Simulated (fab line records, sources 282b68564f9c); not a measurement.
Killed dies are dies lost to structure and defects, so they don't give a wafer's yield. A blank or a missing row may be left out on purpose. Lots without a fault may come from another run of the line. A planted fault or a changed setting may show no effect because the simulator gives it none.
Which tool did it? | flow rit_cmos | 15 lots, 45 wafers sampled, at 3 steps of a route of 202

WHAT THE GAUGES READ, wafer by wafer
RIT_PSD_TW_MEAS_10. Usual: PSD_TW 3429, standard deviation 31.
lot  | measured    | on            | PSD_TW         | flag
L595 | day 3 15:59 | film_metro-04 | 3424 3412 3420 |
L596 | day 3 18:39 | film_metro-03 | 3448 3452 3470 |
L598 | day 3 23:48 | film_metro-02 | 3446 3425 3470 |
L599 | day 4 07:22 | film_metro-02 | 3449 3426 3436 |
L601 | day 4 11:31 | film_metro-03 | 3463 3469 3465 |
L602 | day 4 22:45 | film_metro-03 | 3457 3462 3452 |
L604 | day 5 01:08 | film_metro-02 | 3418 3426 3415 |
L606 | day 5 18:08 | film_metro-02 | 3434 3459 3454 |
L607 | day 5 20:24 | film_metro-03 | 3493 3471 3466 |
L608 | day 6 00:55 | film_metro-03 | 3470 3462 3481 |
L610 | day 6 12:38 | film_metro-04 | 3395 3381 3394 |
L612 | day 6 21:03 | film_metro-02 | 2619 2626 2614 | OFF
L614 | day 7 05:23 | film_metro-03 | 2637 2634 2642 | OFF
L615 | day 7 07:23 | film_metro-04 | 2579 2578 2566 | OFF
L618 | day 8 02:01 | film_metro-03 | 3438 3429 3440 |

RIT_SDANNEAL_RS_MEAS_04: measures by four-point-probe. Usual: PSD_RS 115.78 ohm/sq, standard deviation 0.28.
lot  | measured    | on            | PSD_RS (ohm/sq)      | flag
L595 | day 3 16:29 | film_metro-04 | 115.88 115.81 115.89 |
L596 | day 3 19:09 | film_metro-02 | 116.17 115.84 115.80 |
L598 | day 4 00:17 | film_metro-02 | 116.08 116.16 116.12 |
L599 | day 4 07:52 | film_metro-02 | 115.86 115.84 115.77 |
L601 | day 4 12:01 | film_metro-02 | 115.57 115.81 115.92 |
L602 | day 4 23:15 | film_metro-02 | 116.30 115.78 115.98 |
L604 | day 5 01:39 | film_metro-04 | 115.94 116.01 115.97 |
L606 | day 5 18:38 | film_metro-04 | 115.41 115.85 116.01 |
L607 | day 5 20:53 | film_metro-02 | 114.83 115.00 115.03 |
L608 | day 6 01:25 | film_metro-04 | 116.51 116.17 116.24 |
L610 | day 6 13:07 | film_metro-02 | 115.43 115.73 115.77 |
L612 | day 6 21:32 | film_metro-03 | 150.07 150.40 149.82 | OFF
L614 | day 7 05:55 | film_metro-03 | 153.15 152.90 155.32 | OFF
L615 | day 7 07:53 | film_metro-03 | 151.88 151.92 154.19 | OFF
L618 | day 8 02:43 | film_metro-03 | 115.62 115.93 115.57 |

WHICH TOOL RAN EACH LOT (tool, then ch and the chambers of the sampled wafers, then the start)
lot  | RIT_PSD_IMPLANT_08
L595 | implanter-01 ch 0, day 3 15:40
L596 | implanter-03 ch 0, day 3 18:21
L598 | implanter-03 ch 0, day 3 23:29
L599 | implanter-01 ch 0, day 4 07:03
L601 | implanter-01 ch 0, day 4 11:13
L602 | implanter-03 ch 0, day 4 22:25
L604 | implanter-02 ch 0, day 5 00:49
L606 | implanter-03 ch 0, day 5 17:49
L607 | implanter-03 ch 0, day 5 20:04
L608 | implanter-03 ch 0, day 6 00:37
L610 | implanter-01 ch 0, day 6 12:18
L612 | implanter-01 ch 0, day 6 20:44
L614 | implanter-01 ch 0, day 7 05:07
L615 | implanter-01 ch 0, day 7 07:05
L618 | implanter-02 ch 0, day 8 01:41
- RIT_PSD_IMPLANT_08

WHAT THE TOOLS THEMSELVES READ (means of the sampled wafers that have a number; where no wafer has one, the mark that the record gives instead)
RIT_PSD_IMPLANT_08. Usual: beam_energy_keV 27.000, standard deviation 0.0091; beam_on_s 13.8 s, standard deviation 1; dose_ions_cm2 5e+15, standard deviation 4.6e+12; end_station_pressure_torr 1.34e-05 Torr, standard deviation 1e-06; faraday_current_uA 11207, standard deviation 790.
lot  | tool         | beam_energy_keV | beam_on_s (s) | dose_ions_cm2 | end_station_pressure_torr (Torr) | faraday_current_uA | flag
L595 | implanter-01 | 26.995          | 14.7          | 5e+15         | 1.28e-05                         | 10488              |
L596 | implanter-03 | 27.001          | 12.8          | 5e+15         | 1.42e-05                         | 11995              |
L598 | implanter-03 | 26.994          | 12.7          | 5e+15         | 1.46e-05                         | 12023              |
L599 | implanter-01 | 26.999          | 14.7          | 5e+15         | 1.26e-05                         | 10496              |
L601 | implanter-01 | 27.000          | 14.4          | 5e+15         | 1.26e-05                         | 10714              |
L602 | implanter-03 | 27.006          | 12.7          | 5e+15         | 1.36e-05                         | 12119              |
L604 | implanter-02 | 26.995          | 14.2          | 5e+15         | 1.30e-05                         | 10890              |
L606 | implanter-03 | 26.996          | 12.6          | 5e+15         | 1.41e-05                         | 12241              |
L607 | implanter-03 | 26.999          | 12.9          | 5e+15         | 1.45e-05                         | 11936              |
L608 | implanter-03 | 26.991          | 12.7          | 5e+15         | 1.41e-05                         | 12054              |
L610 | implanter-01 | 27.018          | 14.9          | 5e+15         | 1.27e-05                         | 10322              |
L612 | implanter-01 | 27.006          | 10.0          | 1e+15         | 7.53e-06                         | 3119               | OFF
L614 | implanter-01 | 26.994          | 9.8           | 1e+15         | 7.13e-06                         | 3184               | OFF
L615 | implanter-01 | 26.989          | 10.1          | 1e+15         | 7.60e-06                         | 3105               | OFF
L618 | implanter-02 | 26.995          | 13.9          | 5e+15         | 1.28e-05                         | 11079              |

THE ANSWER, worked out from the rows above alone
Rule: a lot is off if the mean of its wafers that have a number lies more than 3 standard deviations from the usual mean. A lot without any number at a reading at which 4 lots or more have one is off too. The other lots that the step has rows for count as sound. The gauges are gone through in route order, then the tools' own readings, and for those a lot's mean is taken as printed above. The first step at which some lot is off is used, and at that step the reading that is off furthest; a lot without a number counts as furthest.
Off: L612, L614, L615, at RIT_PSD_TW_MEAS_10 (PSD_TW).
A tool fits if, at a process step before that reading, it ran every lot that is off, and no sound lot after the first of them. The gauges at RIT_PSD_TW_MEAS_10 aren't tried: what is off there is off at RIT_PSD_IMPLANT_08 too, on other tools, and a gauge's error can't cause that. One fits: implanter-01 at RIT_PSD_IMPLANT_08. Its last sound lot is L610 (day 6 12:18), its first lot that is off L612 (day 6 20:44): a fault that began between those two fits.
The tool's own readings at RIT_PSD_IMPLANT_08 bear it out: on the lots that are off they differ by more than 5 times the standard deviation of the sound lots' means. dose_ions_cm2 reads 1e+15 there against 5e+15 on the sound lots; end_station_pressure_torr reads 7.42e-06 Torr there against 1.35e-05 Torr on the sound lots; faraday_current_uA reads 3136 there against 11363 on the sound lots.

WHAT THE SIMULATOR HAD PUT IN
Process parameter drift: implanter-01, from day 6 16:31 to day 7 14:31, at RIT_PSD_IMPLANT_08. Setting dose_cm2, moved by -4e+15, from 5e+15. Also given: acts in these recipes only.
Lots struck among those shown: L612, L614, L615. The rule above found the same.
